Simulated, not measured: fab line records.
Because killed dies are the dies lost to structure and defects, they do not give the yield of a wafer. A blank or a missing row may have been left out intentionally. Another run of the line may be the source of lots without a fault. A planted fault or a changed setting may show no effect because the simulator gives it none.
Which of the tools did it? || flow berkeley_cmos170 || Sampling: 7 lots, 21 wafers, 2 of 331 route steps

## WHAT THE GAUGES READ, wafer by wafer
UCB170_V2_THK_MEAS_04.
{"lot": "L216", "measured": "day 8 15:59", "on": "film_metro-01", "V2_POLISHED_THK (nm)": "1000.9 1002.0 998.6"}
{"lot": "L221", "measured": "day 9 19:17", "on": "film_metro-03", "V2_POLISHED_THK (nm)": "999.5 998.7 998.6"}
{"lot": "L228", "measured": "day 11 13:30", "on": "film_metro-04", "V2_POLISHED_THK (nm)": "999.5 998.1 997.5"}
{"lot": "L230", "measured": "day 11 16:36", "on": "film_metro-03", "V2_POLISHED_THK (nm)": "999.7 1000.0 1001.1"}
{"lot": "L232", "measured": "day 13 18:32", "on": "film_metro-03", "V2_POLISHED_THK (nm)": "998.6 1001.6 998.6"}
{"lot": "L234", "measured": "day 13 18:16", "on": "film_metro-04", "V2_POLISHED_THK (nm)": "999.6 1002.0 1000.7"}
{"lot": "L236", "measured": "day 13 20:38", "on": "film_metro-04", "V2_POLISHED_THK (nm)": "999.7 999.6 1000.3"}

## EACH LOT AND THE TOOL THAT RAN IT (in order: tool; ch and the chambers of the sampled wafers; start)
{"lot": "L216", "UCB170_SCREENOX_OXIDATION_01": "furnace-01 ch 0, day 6 12:25"}
{"lot": "L221", "UCB170_SCREENOX_OXIDATION_01": "furnace-01 ch 0, day 7 07:16"}
{"lot": "L228", "UCB170_SCREENOX_OXIDATION_01": "furnace-04 ch 0, day 8 19:19"}
{"lot": "L230", "UCB170_SCREENOX_OXIDATION_01": "furnace-04 ch 0, day 8 19:19"}
{"lot": "L232", "UCB170_SCREENOX_OXIDATION_01": "furnace-02 ch 0, day 10 13:38"}
{"lot": "L234", "UCB170_SCREENOX_OXIDATION_01": "furnace-02 ch 0, day 10 13:38"}
{"lot": "L236", "UCB170_SCREENOX_OXIDATION_01": "furnace-02 ch 0, day 10 23:53"}
- UCB170_SCREENOX_OXIDATION_01: target thk 14.4 nm, ox time 2400 s.

## THE ANSWER, worked out from the rows above alone
Rule: what is usual is taken from the lots themselves. The widest of any qualifying gaps counts: lots, ordered by their means at a reading, are off when they make up no more than a third of the lots, leave a main group of 4 or more, and stand apart from it by 3 or more times the standard deviation of that group's means. A main group whose means are all the same, to the digits that the tables above print for the reading, isn't used. A lot without any number at a reading at which 4 lots or more have one is off too. Where the step has rows for the other lots, those lots are counted as sound.
None of the lots is off at any reading shown; this tells nothing.

## WHAT THE SIMULATOR HAD INSERTED
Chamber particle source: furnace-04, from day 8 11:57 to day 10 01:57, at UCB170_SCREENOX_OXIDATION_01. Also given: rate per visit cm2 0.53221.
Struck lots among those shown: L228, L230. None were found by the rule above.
